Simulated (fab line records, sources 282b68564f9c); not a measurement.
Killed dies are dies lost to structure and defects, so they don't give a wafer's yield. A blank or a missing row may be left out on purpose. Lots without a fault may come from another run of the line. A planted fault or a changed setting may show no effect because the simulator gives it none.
A struck lot beside a sound one | flow rit_cmos | 15 steps out of a route of 202
Sound: wafers L250.1, L250.2, L250.3. Struck: wafers L259.3, L259.4, L259.5. The cause comes at the end.
At each step with rows: each side's tool, then ch and its chambers, then its first start. Under that, the readings that differ: sound wafers | struck wafers | difference of the means | sigmas: that difference in standard deviations of wafers without a fault.
alike: readings whose means differ by less than 2 such deviations, and words and numbers that are the same on both sides. not compared: withheld readings, readings that some wafer has no value for, bounds like >300 that may hide the same value, and numbers for which the record gives no deviation and whose values overlap.
The two part at a step that has a row with sigmas, a row that says differs or no value, or rows on one side only. Numbers that don't overlap but have no deviation are shown without sigmas and don't part them. A reading that every wafer of one side lacks parts them only if that side has two wafers or more.

first, 2 steps without rows for these wafers: RIT_NRETRO_HARDBAKE_07 (time 120 s); RIT_NRETRO_IMPLANT_08.
RIT_NRETRO_STRIP_09: strips in O2, time 180 s.
  sound on plasma_asher-04 ch 0,1, day 4 16:25; struck on plasma_asher-04 ch 0,1, day 6 09:32
  alike: drypump_motor_current_A
  not compared: rf_hours_counter_h
RIT_NRETRO_TW_MEAS_10:
  sound on film_metro-01, day 4 16:36; struck on film_metro-04, day 6 09:41
  alike: NRETRO_TW
then, 6 steps without rows for these wafers: RIT_PRETRO_HMDS_00 (prime time 60 s); RIT_PRETRO_COAT_01 (resist thk 1300 nm); RIT_PRETRO_SOFTBAKE_02 (time 60 s); RIT_PRETRO_EXPOSE_03 (exposes mask M5, target cd 43700 nm); RIT_PRETRO_PEB_04; RIT_PRETRO_DEVELOP_05 (develop time 68 s).
RIT_PRETRO_OVL_MEAS_06:
  sound on overlay-01, day 4 17:32; struck on overlay-01, day 6 10:37
  alike: PRETRO_OVL
then, 1 step without rows for these wafers: RIT_PRETRO_HARDBAKE_07 (time 120 s).
RIT_PRETRO_IMPLANT_08:
  sound on implanter-03 ch 0, day 4 17:49; struck on implanter-03 ch 0, day 6 11:02
  reading            | sound             | struck            | difference | sigmas
  tilt_deg (degrees) | 6.985 6.976 6.989 | 5.234 5.239 5.249 | -1.743     | -83
  alike: beam_energy_keV
RIT_PRETRO_STRIP_09: strips in O2, time 180 s.
  sound on plasma_asher-02 ch 0,1, day 4 17:58; struck on plasma_asher-02 ch 0,1, day 6 11:11
  alike: drypump_motor_current_A
  not compared: rf_hours_counter_h
RIT_M1_PROBE_99:
  sound on prober-02, day 5 23:24; struck on prober-01, day 7 13:42
  reading                             | sound          | struck         | difference | sigmas
  model.etest.nplus_sal.width_nm (nm) | 3443 3470 3458 | 3431 3390 3406 | -48        |
  model.etest.pplus_sal.width_nm (nm) | 3451 3446 3468 | 3398 3392 3420 | -52        |
  model.etest.nldd.width_nm (nm)      | 3184 3204 3184 | 3158 3150 3163 | -34        |
  model.etest.pldd.width_nm (nm)      | 3197 3188 3185 | 3149 3136 3170 | -38        |
  alike: killed_at_front_end, killed_dies, killed_open, killed_short

WHERE THEY PART
Only at RIT_PRETRO_IMPLANT_08, within this record. Later steps at which nothing parts them and some readings are alike: RIT_PRETRO_STRIP_09, RIT_M1_PROBE_99.

WHY: what the simulator had put in
Process parameter drift: implanter-03, from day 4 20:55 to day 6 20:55, at RIT_PRETRO_IMPLANT_08. Setting tilt_deg, moved by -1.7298, from 7. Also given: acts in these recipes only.
